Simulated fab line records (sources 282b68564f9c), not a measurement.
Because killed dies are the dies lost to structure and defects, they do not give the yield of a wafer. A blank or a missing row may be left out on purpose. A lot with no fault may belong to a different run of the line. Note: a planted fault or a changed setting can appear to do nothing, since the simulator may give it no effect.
Comparing a struck lot with a sound one    flow rit cmos    19 steps out of a route of 202
Sound: wafers L881.4, L881.5, L881.6. Wafers L885.1, L885.5, L885.6 were the ones struck. The cause is given at the end.
Per side, at each step with rows, come the tool, then ch with its chambers, and then its first start. Under that, the readings that differ: sound wafers    struck wafers    difference of the means    sigmas: that difference in standard deviations of wafers without a fault.
alike: same words and numbers on both sides, and readings whose means sit less than 2 such deviations apart. not compared: any withheld reading, any reading some wafer has no value for, any bound like >300 that may hide the same value, and any number with overlapping values for which the record gives no deviation.
A row with sigmas, a row that says differs or no value, or rows on one side alone: a step with any of these is where the two part. Numbers that don't overlap but have no deviation are shown without sigmas and don't part them. A reading that every wafer of one side lacks parts them only if that side has two wafers or more.

first, 3 steps without rows for these wafers: RIT_GATE_CLEAN_02 (cleans in dHF, time 30 s); RIT_GATE_CLEAN_03 (cleans in SC2, time 600 s); RIT_GATE_CLEAN_04 (cleans in dHF, time 60 s).
RIT_FOX2_THK_MEAS_91:
  sound on film metro-01, day 4 09:19; struck on film metro-04, day 5 01:14
reading                      sound        struck       difference  sigmas
FIELD_OXIDE_LEFT_2_THK (nm)  259 258 265  246 252 242  -14         -3
then, 2 steps without rows for these wafers: RIT_GATE_OXIDATION_05 (target thk 3 nm, ox time 270 s); RIT_GATE_ANNEAL_06 (time 600 s).
RIT_GATE_THK_MEAS_07:
  sound on film metro-01, day 4 11:40; struck on film metro-01, day 5 03:46
  alike: GATE_OXIDE_THK
then, 1 step without rows for these wafers: RIT_GATE_CVD_08 (deposits poly-Si from SiH4, target thk 250 nm, time 2220 s).
RIT_GATE_THK_MEAS_09:
  sound on film metro-04, day 4 15:36; struck on film metro-01, day 5 05:59
  alike: GATE_POLY_THK
then, 3 steps without rows for these wafers: RIT_GATE_HMDS_10 (prime time 60 s); RIT_GATE_COAT_11 (resist thk 850 nm); RIT_GATE_SOFTBAKE_12 (time 60 s).
RIT_GATE_EXPOSE_13: exposes mask M6, target cd 150 nm.
  sound on iline stepper-01 ch 0, day 4 16:25; struck on iline stepper-02 ch 0, day 5 06:45
reading                       sound                 struck             difference  sigmas
model.GATE.overlay x nm (nm)  0.4327 0.4327 0.4327  129.9 129.9 129.9  +129.5      
  alike: mask, stage vel mm s
then, 2 steps without rows for these wafers: RIT_GATE_PEB_14; RIT_GATE_DEVELOP_15 (develop time 50 s).
RIT_GATE_CD_MEAS_16: the cd target is 150 nm.
  sound on cd sem-02, day 4 16:49; struck on cd sem-02, day 5 07:09
  alike: cd nm
RIT_GATE_OVL_MEAS_17:
  sound on overlay-02, day 4 16:53; struck on overlay-02, day 5 07:16
reading        sound           struck             difference  sigmas
GATE_OVL (nm)  -1.4 -0.6 -0.5  127.4 129.7 126.9  +128.8      +92
then, 1 step without rows for these wafers: RIT_GATE_HARDBAKE_18 (time 60 s).
RIT_M1_PROBE_99:
  sound on prober-01, day 5 14:14; struck on prober-01, day 6 04:37
reading                                                  sound                 struck                difference  sigmas
killed at contacts                                       0 0 1                 0 0 0                 +0          -2
model.etest.pldd.width nm (nm)                           3181 3176 3145        3140 3128 3116        -39         
model.etest.nldd.width nm (nm)                           3162 3156 3171        3130 3104 3117        -46         
model.etest.select edge diode p.leak log10 a (angstrom)  -10.33 -10.38 -10.38  -8.141 -8.175 -8.256  +2.173      
model.etest.select edge diode n.leak log10 a (angstrom)  -9.771 -9.597 -10     -7.686 -7.816 -7.897  +1.990      
model.etest.gate end array.leak log10 a um               -12.89 -12.89 -12.8   -12.09 -12.37 -12.22  +0.63       
  alike: killed_at_M0_to_M3, killed at front end, killed dies, killed on rim, killed open, killed short

WHERE THEY PART
First at RIT_FOX2_THK_MEAS_91; last, within this record, at RIT_M1_PROBE_99.

WHY: what had been put in by the simulator
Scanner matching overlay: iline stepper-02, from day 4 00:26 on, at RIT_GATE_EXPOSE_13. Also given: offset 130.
